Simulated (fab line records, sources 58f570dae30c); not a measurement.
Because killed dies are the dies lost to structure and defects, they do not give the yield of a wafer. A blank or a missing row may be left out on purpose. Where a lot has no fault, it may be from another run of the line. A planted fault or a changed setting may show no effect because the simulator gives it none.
Which of the tools did it? | flow berkeley cmos170 | 14 lots with 42 wafers sampled at 7 steps, on a route of 331 steps

== WHAT THE GAUGES READ, wafer by wafer ==
UCB170_PSD_TW_MEAS_10. Usual: PSD_TW 2319, standard deviation 14.
lot  | measured     | on            | PSD_TW         | flag
L134 | day 8 00:26  | film metro-02 | 2338 2333 2334 |
L137 | day 8 07:44  | film metro-01 | 2313 2295 2300 |
L136 | day 8 08:10  | film metro-04 | 2348 2324 2340 |
L139 | day 8 21:10  | film metro-01 | 2300 2306 2307 |
L140 | day 9 18:04  | film metro-04 | 2329 2327 2332 |
L142 | day 9 18:14  | film metro-01 | 2300 2301 2299 |
L145 | day 10 10:17 | film metro-01 | 2325 2324 2333 |
L144 | day 10 10:30 | film metro-01 | 2396 2405 2384 | OFF
L146 | day 10 10:58 | film metro-02 | 2324 2326 2325 |
L148 | day 10 15:52 | film metro-04 | 2309 2310 2305 |
L147 | day 10 16:09 | film metro-01 | 2397 2398 2392 | OFF
L152 | day 11 14:41 | film metro-04 | 2331 2331 2336 |
L154 | day 12 06:12 | film metro-04 | 2342 2334 2331 |
L155 | day 12 06:33 | film metro-02 | 2317 2311 2317 |

UCB170_NSD_OVL_MEAS_07. Usual: NSD_OVL 6 nm, standard deviation 5.3.
lot  | measured     | on         | NSD_OVL (nm) | flag
L134 | day 8 01:50  | overlay-01 | 12 10 12     |
L137 | day 8 09:16  | overlay-01 | 1 -1 0       |
L136 | day 8 09:49  | overlay-01 | 3 6 6        |
L139 | day 8 22:32  | overlay-01 | 11 14 10     |
L140 | day 9 20:20  | overlay-01 | 4 1 -1       |
L142 | day 9 20:28  | overlay-01 | -1 3 3       |
L145 | day 10 11:44 | overlay-02 | 4 8 6        |
L144 | day 10 12:17 | overlay-02 | 1 4 3        |
L146 | day 10 12:50 | overlay-02 | 2 8 3        |
L148 | day 10 17:04 | overlay-02 | 1 -3 0       |
L147 | day 10 17:28 | overlay-01 | 10 9 7       |
L152 | day 11 16:22 | overlay-01 | 9 3 4        |
L154 | day 12 10:12 | overlay-02 | 8 14 8       |
L155 | day 12 09:39 | overlay-02 | 0 0 2        |

UCB170_NSD_TW_MEAS_10. Usual: NSD_TW 4193, standard deviation 25.
lot  | measured     | on            | NSD_TW         | flag
L134 | day 8 02:08  | film metro-02 | 4226 4203 4228 |
L137 | day 8 09:33  | film metro-02 | 4222 4206 4231 |
L136 | day 8 10:05  | film metro-01 | 4153 4133 4140 |
L139 | day 8 22:49  | film metro-02 | 4234 4222 4205 |
L140 | day 9 20:37  | film metro-01 | 4172 4160 4165 |
L142 | day 9 20:45  | film metro-04 | 4225 4217 4197 |
L145 | day 10 12:01 | film metro-01 | 4199 4216 4212 |
L144 | day 10 12:38 | film metro-02 | 4219 4196 4203 |
L146 | day 10 13:10 | film metro-01 | 4211 4206 4212 |
L148 | day 10 17:22 | film metro-01 | 4214 4201 4215 |
L147 | day 10 17:46 | film metro-04 | 4191 4190 4215 |
L152 | day 11 16:39 | film metro-04 | 4181 4190 4190 |
L154 | day 12 10:29 | film metro-01 | 4205 4172 4168 |
L155 | day 12 09:56 | film metro-02 | 4196 4199 4200 |

UCB170_SDANNEAL_RS_MEAS_02: measurement is done with a four-point probe. Usual: PSD_RS 75.69 ohm/sq, standard deviation 0.28.
lot  | measured     | on            | PSD_RS (ohm/sq)   | flag
L134 | day 8 03:18  | film metro-02 | 76.04 75.84 76.17 |
L137 | day 8 10:44  | film metro-01 | 75.89 75.42 75.79 |
L136 | day 8 11:11  | film metro-04 | 75.63 75.84 75.82 |
L139 | day 9 00:01  | film metro-02 | 75.97 75.79 75.90 |
L140 | day 10 00:51 | film metro-04 | 75.54 75.61 75.43 |
L142 | day 10 00:32 | film metro-01 | 75.38 75.61 75.75 |
L145 | day 10 13:07 | film metro-04 | 75.27 75.84 75.38 |
L144 | day 10 13:44 | film metro-02 | 70.57 70.38 70.16 | OFF
L146 | day 10 14:15 | film metro-01 | 75.43 75.74 75.20 |
L148 | day 10 18:28 | film metro-01 | 76.14 76.23 76.21 |
L147 | day 10 18:55 | film metro-02 | 70.10 70.54 70.49 | OFF
L152 | day 11 17:46 | film metro-04 | 75.62 75.90 75.41 |
L154 | day 12 12:08 | film metro-04 | 75.06 75.20 75.03 |
L155 | day 12 11:37 | film metro-01 | 75.30 75.27 75.23 |

== WHAT TOOL EACH LOT RAN ON (gives the tool, then ch and the chambers of the sampled wafers, and finally the start) ==
lot  | UCB170_PSD_IMPLANT_08           | UCB170_PSD_STRIP_09                  | UCB170_BACKSIDE_STRIP_03
L134 | implanter-03 ch 0, day 8 00:12  | plasma asher-03 ch 0,1, day 8 00:19  | plasma asher-01 ch 0,1, day 8 02:52
L137 | implanter-01 ch 0, day 8 07:31  | plasma asher-03 ch 0,1, day 8 07:39  | plasma asher-03 ch 0,1, day 8 10:20
L136 | implanter-03 ch 0, day 8 07:55  | plasma asher-01 ch 0,1, day 8 08:04  | plasma asher-04 ch 0, day 8 10:47
L139 | implanter-03 ch 0, day 8 20:55  | plasma asher-02 ch 0,1, day 8 21:04  | plasma asher-03 ch 0, day 8 23:37
L140 | implanter-03 ch 0, day 9 17:48  | plasma asher-02 ch 0,1, day 9 17:57  | plasma asher-03 ch 0,1, day 10 00:27
L142 | implanter-01 ch 0, day 9 18:00  | plasma asher-01 ch 0,1, day 9 18:07  | plasma asher-01 ch 0,1, day 10 00:07
L145 | implanter-01 ch 0, day 10 10:03 | plasma asher-03 ch 0,1, day 10 10:10 | plasma asher-01 ch 0,1, day 10 12:42
L144 | implanter-03 ch 0, day 10 10:17 | plasma asher-02 ch 0,1, day 10 10:25 | plasma asher-01 ch 0,1, day 10 13:20
L146 | implanter-04 ch 0, day 10 10:44 | plasma asher-03 ch 0,1, day 10 10:52 | plasma asher-01 ch 0,1, day 10 13:50
L148 | implanter-01 ch 0, day 10 15:37 | plasma asher-02 ch 0,1, day 10 15:45 | plasma asher-04 ch 0,1, day 10 18:02
L147 | implanter-03 ch 0, day 10 15:55 | plasma asher-01 ch 0,1, day 10 16:02 | plasma asher-03 ch 0,1, day 10 18:29
L152 | implanter-01 ch 0, day 11 14:26 | plasma asher-03 ch 0,1, day 11 14:34 | plasma asher-01 ch 0,1, day 11 17:20
L154 | implanter-01 ch 0, day 12 05:58 | plasma asher-02 ch 0,1, day 12 06:05 | plasma asher-01 ch 0,1, day 12 11:40
L155 | implanter-04 ch 0, day 12 06:18 | plasma asher-02 ch 0,1, day 12 06:27 | plasma asher-01 ch 0,1, day 12 11:13
- UCB170_PSD_IMPLANT_08
- UCB170_PSD_STRIP_09: strips in O2.
- UCB170_BACKSIDE_STRIP_03: strips in O2.

== WHAT THE TOOLS THEMSELVES READ (means of the sampled wafers that have a number; where no wafer has one, the mark that the record gives instead) ==
UCB170_PSD_IMPLANT_08. Usual: dose ions cm2 3e+15, standard deviation 3.2e+12; faraday current uA 9257, standard deviation 180.
lot  | tool         | dose ions cm2 | faraday current uA | flag
L134 | implanter-03 | 3e+15         | 9145               |
L137 | implanter-01 | 3e+15         | 9114               |
L136 | implanter-03 | 3e+15         | 9379               |
L139 | implanter-03 | 3e+15         | 9258               |
L140 | implanter-03 | 3e+15         | 9302               |
L142 | implanter-01 | 3e+15         | 9259               |
L145 | implanter-01 | 3e+15         | 9335               |
L144 | implanter-03 | 3e+15         | 10344              | OFF
L146 | implanter-04 | 3e+15         | 9196               |
L148 | implanter-01 | 3e+15         | 9329               |
L147 | implanter-03 | 3e+15         | 10166              | OFF
L152 | implanter-01 | 3e+15         | 9314               |
L154 | implanter-01 | 3e+15         | 9206               |
L155 | implanter-04 | 3e+15         | 9332               |

UCB170_PSD_STRIP_09. Usual: drypump motor current A 5.3 A, standard deviation 0.34; oes product au 0.602 a.u., standard deviation 0.0047; strip time to endpoint s 29.28 s, standard deviation 0.085.
lot  | tool            | drypump motor current A (A) | oes product au (a.u.) | strip time to endpoint s (s) | flag
L134 | plasma asher-03 | 5.0                         | 0.602                 | 29.36                        |
L137 | plasma asher-03 | 4.9                         | 0.599                 | 29.26                        |
L136 | plasma asher-01 | 5.5                         | 0.601                 | 29.28                        |
L139 | plasma asher-02 | 5.5                         | 0.602                 | 29.32                        |
L140 | plasma asher-02 | 5.3                         | 0.603                 | 29.35                        |
L142 | plasma asher-01 | 5.7                         | 0.599                 | 29.36                        |
L145 | plasma asher-03 | 4.9                         | 0.603                 | 29.26                        |
L144 | plasma asher-02 | 5.3                         | 0.594                 | 30.38                        | OFF
L146 | plasma asher-03 | 4.9                         | 0.601                 | 29.29                        |
L148 | plasma asher-02 | 5.3                         | 0.605                 | 29.11                        |
L147 | plasma asher-01 | 5.7                         | 0.588                 | 30.40                        | OFF
L152 | plasma asher-03 | 4.9                         | 0.604                 | 29.30                        |
L154 | plasma asher-02 | 5.3                         | 0.603                 | 29.44                        |
L155 | plasma asher-02 | 5.3                         | 0.600                 | 29.26                        |

UCB170_BACKSIDE_STRIP_03. Usual: drypump motor current A 5.3 A, standard deviation 0.44; oes product au 0.734 a.u., standard deviation 0.0047; strip time to endpoint s 21.96 s, standard deviation 0.05.
lot  | tool            | drypump motor current A (A) | oes product au (a.u.) | strip time to endpoint s (s) | flag
L134 | plasma asher-01 | 5.5                         | 0.735                 | 21.95                        |
L137 | plasma asher-03 | 4.9                         | 0.732                 | 22.00                        |
L136 | plasma asher-04 | 5.7                         | 0.736                 | 22.00                        |
L139 | plasma asher-03 | 4.8                         | 0.735                 | 21.98                        |
L140 | plasma asher-03 | 4.9                         | 0.732                 | 21.96                        |
L142 | plasma asher-01 | 5.7                         | 0.733                 | 21.93                        |
L145 | plasma asher-01 | 5.7                         | 0.735                 | 21.93                        |
L144 | plasma asher-01 | 5.5                         | 0.736                 | 21.95                        |
L146 | plasma asher-01 | 5.5                         | 0.739                 | 21.92                        |
L148 | plasma asher-04 | 5.0                         | 0.737                 | 22.03                        |
L147 | plasma asher-03 | 4.9                         | 0.737                 | 21.97                        |
L152 | plasma asher-01 | 5.5                         | 0.736                 | 21.92                        |
L154 | plasma asher-01 | 5.5                         | 0.733                 | 21.98                        |
L155 | plasma asher-01 | 5.7                         | 0.743                 | 21.98                        |

== THE ANSWER, worked out from the rows above alone ==
Rule: a lot counts as off when the mean over its wafers that have a number is more than 3 standard deviations away from the usual mean. Also off: a lot with no number at a reading for which 4 or more lots have one. Where the step has rows for the other lots, those lots are counted as sound. First the gauges in route order, then the tools' own readings, where a lot's mean is used as printed above. The first step at which some lot is off is used, and at that step the reading that is off furthest; a lot without a number counts as furthest.
Off: at UCB170_PSD_TW_MEAS_10 (PSD_TW), L144, L147.
A tool fits if, at a process step before that reading, it ran every lot that is off, and no sound lot after the first of them. Not tried: the gauges at UCB170_PSD_TW_MEAS_10; whatever is off there is also off at UCB170_SDANNEAL_RS_MEAS_02, on other tools, and gauge error can't account for it. One candidate fits, namely implanter-03 at UCB170_PSD_IMPLANT_08. A fault onset in the window from L140 (day 9 17:48, its last sound lot) to L144 (day 10 10:17, its first lot off) fits.
On the lots that are off, the tool's own readings at UCB170_PSD_IMPLANT_08 differ by more than 5 times the standard deviation of the sound lots' means, which bears it out; faraday current uA reads 10255 there versus 9264 on the sound lots.

== WHAT THE SIMULATOR PUT IN ==
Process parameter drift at UCB170_PSD_IMPLANT_08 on implanter-03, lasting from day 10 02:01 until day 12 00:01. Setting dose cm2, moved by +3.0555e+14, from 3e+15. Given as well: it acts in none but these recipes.
Shown lots that were struck: L144, L147. The rule given above showed the same thing.
